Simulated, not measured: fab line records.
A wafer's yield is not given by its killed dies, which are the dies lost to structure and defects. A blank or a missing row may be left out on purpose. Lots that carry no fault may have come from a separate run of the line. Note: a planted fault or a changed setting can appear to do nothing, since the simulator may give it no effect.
Split-lot experiment ; flow berkeley cmos170 ; on a route of 331 steps: 5 lots, 23 wafers read

## ABOUT THE SPLIT
At UCB170_CONTACT_CVD_01 (deposits PSG from SiH4/O2/PH3, target thk 700 nm, time 2820 s), the setting o2 flow sccm was moved away from the recipe's 90 sccm on 10 of the 23 wafers read, by -13.4% to +5.3%. For the rest of the wafers, this setting stayed at what the recipe calls for.

## FROM THE SPLIT ON TO THE READING: in between, the file shows 1 step
- UCB170_CONTACT_ETCH_18: etches PSG in CHF3/CF4/Ar, stops on TiSi2, target depth 840 nm, time 195 s (also split here: rf w)

## THE READING
PSG_of_CONTACT_CVD_01.thk nm (the simulator's own value, which no gauge read), in nm, at UCB170_M1_METAL_ETCH_12 (etches Al in Cl2/BCl3, stops on PSG, target depth 780 nm, time 130 s). There is no usual value for it anywhere in the file. Average 658.2 nm, standard deviation 8.8 nm, over the 13 wafers here run with the recipe.

wafer;tool, chamber at the split;o2 flow sccm as run, sccm;against the recipe;PSG_of_CONTACT_CVD_01.thk nm, nm;against lot-mates on the recipe
L076.1;-, -;90;recipe;662;-
L076.2;-, -;90;recipe;669.6;-
L076.4;-, -;90;recipe;670.5;-
L076.5;-, -;90;recipe;662.8;-
L076.6;-, -;90;recipe;665.3;-
L075.3;lpcvd-01, 0;90;recipe;665;-
L075.4;lpcvd-01, 0;90;recipe;658.4;-
L075.5;lpcvd-01, 0;90;recipe;662.8;-
L077.1;-, -;94.73;+5.3%;681;no lot-mate on the recipe
L077.3;-, -;94.73;+5.3%;679.3;no lot-mate on the recipe
L077.4;-, -;94.73;+5.3%;684;no lot-mate on the recipe
L077.5;-, -;94.73;+5.3%;683.4;no lot-mate on the recipe
L077.6;-, -;94.73;+5.3%;685.9;no lot-mate on the recipe
L079.1;-, -;77.98;-13.4%;609.7;no lot-mate on the recipe
L079.3;-, -;77.98;-13.4%;617.5;no lot-mate on the recipe
L079.4;-, -;77.98;-13.4%;618.3;no lot-mate on the recipe
L079.5;-, -;77.98;-13.4%;611.4;no lot-mate on the recipe
L079.6;-, -;77.98;-13.4%;609.4;no lot-mate on the recipe
L082.1;-, -;90;recipe;645.2;-
L082.2;-, -;90;recipe;647.4;-
L082.3;-, -;90;recipe;645.9;-
L082.4;-, -;90;recipe;647.3;-
L082.5;-, -;90;recipe;654;-

THE FIT
A straight line over all 23 wafers: PSG_of_CONTACT_CVD_01.thk nm changes by +3.61 nm for each +1% of o2 flow sccm; r = +0.95; the points scatter about the line by 7.7 nm.
Too few moved wafers have a lot-mate on the recipe to fit a line with each lot's own level taken away.

## THE WHOLE CHAIN: every reading that the file lists as answering this split, in the file's order
step;what it does;reading;change (the file's fit);r (the file's)
UCB170_CONTACT_CVD_01;deposits PSG from SiH4/O2/PH3, target thk 700 nm, time 2820 s;PSG_of_CONTACT_CVD_01.thk nm (the simulator's own value, which no gauge read);+3.48 nm for each +1% of the setting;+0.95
UCB170_M1_METAL_ETCH_12;etches Al in Cl2/BCl3, stops on PSG, target depth 780 nm, time 130 s;PSG_of_CONTACT_CVD_01.thk nm (the simulator's own value, which no gauge read);+3.62 nm for each +1% of the setting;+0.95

## FILE'S OWN FIT
PSG_of_CONTACT_CVD_01.thk nm changes by +3.62 nm for each +1% of o2 flow sccm, r = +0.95.
